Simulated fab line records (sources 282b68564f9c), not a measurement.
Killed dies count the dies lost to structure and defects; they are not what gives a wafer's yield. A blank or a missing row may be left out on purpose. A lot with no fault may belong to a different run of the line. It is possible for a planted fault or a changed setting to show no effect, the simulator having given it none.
The same fault as seen by 2 desks / flow rit-cmos / only its own numbers are on each desk; what lay behind them is given at the end

METROLOGY DESK
What the gauges read for every lot (on any tool): the sampled wafers with a number, averaged. If a lot's mean is further than 4 standard deviations from the usual mean, the lot is out of limits and carries the mark OUT (the distance appears in the brackets).
Columns: A = PLDD_OVL at RIT_PLDD_OVL_MEAS_06, usual 0.1 nm; B = PLDD_TW at RIT_PLDD_TW_MEAS_10, usual 2346; C = SPACER_NITRIDE_THK at RIT_SPACER_THK_MEAS_04, usual 252.1 nm
lot=L396; first seen here=day 3 05:33; A=0.6; B=2369; C=251.8
lot=L399; first seen here=day 4 00:55; A=-2.1; B=2373; C=250.5
lot=L404; first seen here=day 4 23:50; A=-0.0; B=2382; C=249.8
lot=L409; first seen here=day 6 00:50; A=0.4; B=2380; C=256.0
lot=L412; first seen here=day 6 13:24; A=-0.8; B=2320; C=251.4
lot=L414; first seen here=day 6 20:19; A=-2.2; B=2382; C=253.8
lot=L418; first seen here=day 7 15:55; A=1.0; B=2315; C=249.1
This desk's verdict: no lot among the 7 shows anything out of limits.

DESK OF THE TOOL OWNER: rie-diel-04
The tool's own readings at RIT_SPACER_ETCHBACK_05 (etches Si3N4 in SF6/CHF3, stops on SiO2, target depth 250 nm, time 240 s): means of the sampled wafers that have a number, for each lot that ran on this tool. If a lot's mean is further than 4 standard deviations from the usual mean, the lot is out of limits and carries the mark OUT (the distance appears in the brackets).
Columns: A = drypump-motor-current-A at RIT_SPACER_ETCHBACK_05, usual 5.9 A; B = oes-product-au at RIT_SPACER_ETCHBACK_05, usual 0.850 a.u.; C = run-length-s at RIT_SPACER_ETCHBACK_05, usual 268.6 s; D = throttle-valve-pct at RIT_SPACER_ETCHBACK_05, usual 10.31 %
lot=L399; first seen here=day 4 03:50; A=5.9; B=0.852; C=268.9; D=10.26
lot=L409; first seen here=day 6 03:44; A=6.0; B=0.852; C=273.1 (+12) OUT; D=10.30
lot=L412; first seen here=day 6 16:19; A=5.9; B=0.841; C=273.1 (+11) OUT; D=10.31
lot=L414; first seen here=day 6 23:13; A=6.3; B=0.835; C=277.3 (+22) OUT; D=10.34
This desk's finding: out of limits on L409, L412, L414; first on L409, day 6 03:44 (run-length-s at RIT_SPACER_ETCHBACK_05). L399: within limits.

ALL TOGETHER
On L409, L412, L414, at day 6 03:44, an alarm was possible from the tool owner's desk.
The metrology desk saw nothing out of limits.
The metrology desk holds a record of L409, L412, L414, inside its limits.
All the named lots went through RIT_SPACER_ETCHBACK_05 on rie-diel-04.

WHAT WAS PUT IN BY THE SIMULATOR
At RIT_SPACER_ETCHBACK_05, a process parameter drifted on rie-diel-04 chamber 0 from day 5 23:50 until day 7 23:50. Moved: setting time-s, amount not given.
Shown lots that were struck: L409, L412, L414.
Each desk's first reading out of limits, in hours after the fault started: the tool owner's desk, 4.
